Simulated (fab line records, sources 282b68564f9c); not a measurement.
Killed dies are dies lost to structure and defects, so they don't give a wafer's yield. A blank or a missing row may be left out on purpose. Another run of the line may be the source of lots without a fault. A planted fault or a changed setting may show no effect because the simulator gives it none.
The same fault as seen by 2 desks || flow ritCmos || each desk holds nothing but its own numbers, with what lay behind them at the end

## THE TOOL OWNER'S DESK: implanter-02
The tool's own readings at RIT_NSD_IMPLANT_08, given as means over the sampled wafers that have a number, one for each lot that went through this tool. The brackets show how far a lot's mean lies from the usual mean; more than 4 standard deviations puts the lot out of limits, marked OUT.
Columns: A = tiltDeg at RIT_NSD_IMPLANT_08, usual 7.000 degrees
{"lot": "L680", "first seen here": "day 4 07:26", "A": 6.998}
{"lot": "L694", "first seen here": "day 6 20:25", "A": "6.554 (-22) OUT"}
{"lot": "L695", "first seen here": "day 7 00:16", "A": "6.586 (-21) OUT"}
Finding of this desk: L694, L695 out of limits; the first was L694 at day 6 20:25, on tiltDeg at RIT_NSD_IMPLANT_08. L680 stayed within limits.

## METROLOGY DESK
Lot by lot, what the gauges showed, no matter which tool ran the lot: averages of those sampled wafers that carry a number. The brackets show how far a lot's mean lies from the usual mean; more than 4 standard deviations puts the lot out of limits, marked OUT.
Columns: A = SPACER_NITRIDE_THK at RIT_SPACER_THK_MEAS_04, usual 250.5 nm; B = NSD_OVL at RIT_NSD_OVL_MEAS_06, usual 0.0 nm
{"lot": "L679", "first seen here": "day 4 05:23", "A": 253.8, "B": -0.1}
{"lot": "L680", "first seen here": "day 4 05:51", "A": 246.7, "B": -0.6}
{"lot": "L689", "first seen here": "day 5 15:51", "A": 248.3, "B": -0.3}
{"lot": "L694", "first seen here": "day 6 19:10", "A": 251.1, "B": -0.2}
{"lot": "L695", "first seen here": "day 6 22:38", "A": 251.6, "B": 0.5}
{"lot": "L700", "first seen here": "day 7 21:50", "A": 250.9, "B": -1.9}
Finding of this desk: none of the 6 lots has anything out of limits.

## PUT TOGETHER
An alarm could have come from the tool owner's desk at day 6 20:25, on L694, L695.
The metrology desk saw nothing out of limits.
The metrology desk has L694, L695 on record, within its limits.
Every lot named ran RIT_NSD_IMPLANT_08 on implanter-02.

## WHAT THE SIMULATOR HAD PUT IN
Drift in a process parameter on implanter-02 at RIT_NSD_IMPLANT_08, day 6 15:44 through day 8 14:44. A move of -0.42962 in setting tiltDeg, from 7. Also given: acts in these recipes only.
Shown lots that were struck: L694, L695.
Each desk's first reading out of limits, in hours after the fault started: the tool owner's desk, 5.
